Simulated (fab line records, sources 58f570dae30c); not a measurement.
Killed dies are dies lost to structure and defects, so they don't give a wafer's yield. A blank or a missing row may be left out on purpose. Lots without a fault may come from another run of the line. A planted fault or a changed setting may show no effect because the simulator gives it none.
One fault seen from 2 desks | flow berkeley_cmos170 | each desk has only its own numbers; what lay behind them comes last

THE TOOL OWNER'S DESK: pvd_sputter-04
The tool's own readings at UCB170_M2_SPUTTER_01 (material Al, target thk 900 nm, time 120 s): means of the sampled wafers that have a number, for each lot that ran on this tool. A lot is out of limits, marked OUT, if its mean lies more than 4 standard deviations from the usual mean; the brackets give that distance.
Columns: A = cathode_dc_power_W at UCB170_M2_SPUTTER_01, usual 6000.0 W; B = throttle_valve_pct at UCB170_M2_SPUTTER_01, usual 30.2 %
lot  | first seen here | A                        | B
L512 | day 8 09:05     | 5999.8                   | 30.0
L513 | day 8 19:18     | 5999.1                   | 30.2
L516 | day 9 07:26     | 5999.2                   | 30.4
L524 | day 10 12:36    | 6000.5                   | 29.2
L525 | day 11 06:52    | 6495.1 (+99 or more) OUT | 30.5
L527 | day 11 09:40    | 6495.7 (+99 or more) OUT | 29.8
This desk's finding: out of limits on L525, L527; first on L525, day 11 06:52 (cathode_dc_power_W at UCB170_M2_SPUTTER_01). In limits: L512, L513, L516, L524.

THE METROLOGY DESK
What the gauges read, lot by lot, whatever tool the lot ran on: means of the sampled wafers that have a number. A lot is out of limits, marked OUT, if its mean lies more than 4 standard deviations from the usual mean; the brackets give that distance.
Columns: A = cd_nm at UCB170_CONTACT_CD_MEAS_15, usual 699.8 nm; B = cd_nm at UCB170_CONTACT_CD_MEAS_90, usual 699.7 nm; C = M2_AL_RS at UCB170_M2_RS_MEAS_02, usual 0.03225 ohm/sq; D = M2_AL_THK at UCB170_M2_THK_MEAS_03, usual 885 nm
lot  | first seen here | A     | B     | C                  | D
L512 | day 8 02:39     | 698.8 | 698.6 | 0.03201            | 886
L513 | day 8 12:22     | 701.8 | 702.1 | 0.03216            | 885
L515 | day 8 12:37     | 699.6 | 699.6 | 0.03200            | 892
L514 | day 8 15:04     | 700.7 | 701.1 | 0.03203            | 891
L517 | day 8 23:32     | 700.0 | 699.8 | 0.03214            | 880
L516 | day 8 23:53     | 699.6 | 699.6 | 0.03220            | 882
L520 | day 9 10:02     | 700.8 | 700.7 | 0.03262            | 869
L522 | day 9 23:45     | 701.6 | 701.6 | 0.03243            | 888
L521 | day 10 01:40    | 699.6 | 699.1 | 0.03210            | 889
L524 | day 10 06:15    | 701.6 | 701.0 | 0.03211            | 893
L525 | day 10 23:56    | 699.9 | 700.2 | 0.03004 (-8.5) OUT | 956 (+7.9) OUT
L527 | day 11 02:19    | 699.7 | 699.0 | 0.02984 (-9.3) OUT | 966 (+9.0) OUT
L530 | day 11 11:05    | 699.0 | 698.7 | 0.03260            | 875
L535 | day 12 23:14    | 697.7 | 697.7 | 0.03238            | 887
This desk's finding: out of limits on L525, L527; first on L525, day 11 06:59 (M2_AL_RS at UCB170_M2_RS_MEAS_02). In limits: L512, L513, L515, L514, L517, L516, L520, L522, L521, L524, L530, L535.

PUT TOGETHER
The tool owner's desk could have raised an alarm at day 11 06:52, on L525, L527.
The metrology desk could have raised an alarm at day 11 06:59, on L525, L527.
Of the lots named, all ran UCB170_M2_SPUTTER_01 on pvd_sputter-04.

WHAT THE SIMULATOR HAD PUT IN
Process parameter drift: pvd_sputter-04, from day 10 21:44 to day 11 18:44, at UCB170_M2_SPUTTER_01. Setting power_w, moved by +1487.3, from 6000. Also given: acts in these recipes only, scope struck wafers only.
Lots struck among those shown: L525, L527.
Hours from the fault's start to each desk's first reading out of limits: the tool owner's desk, 9; the metrology desk, 9.
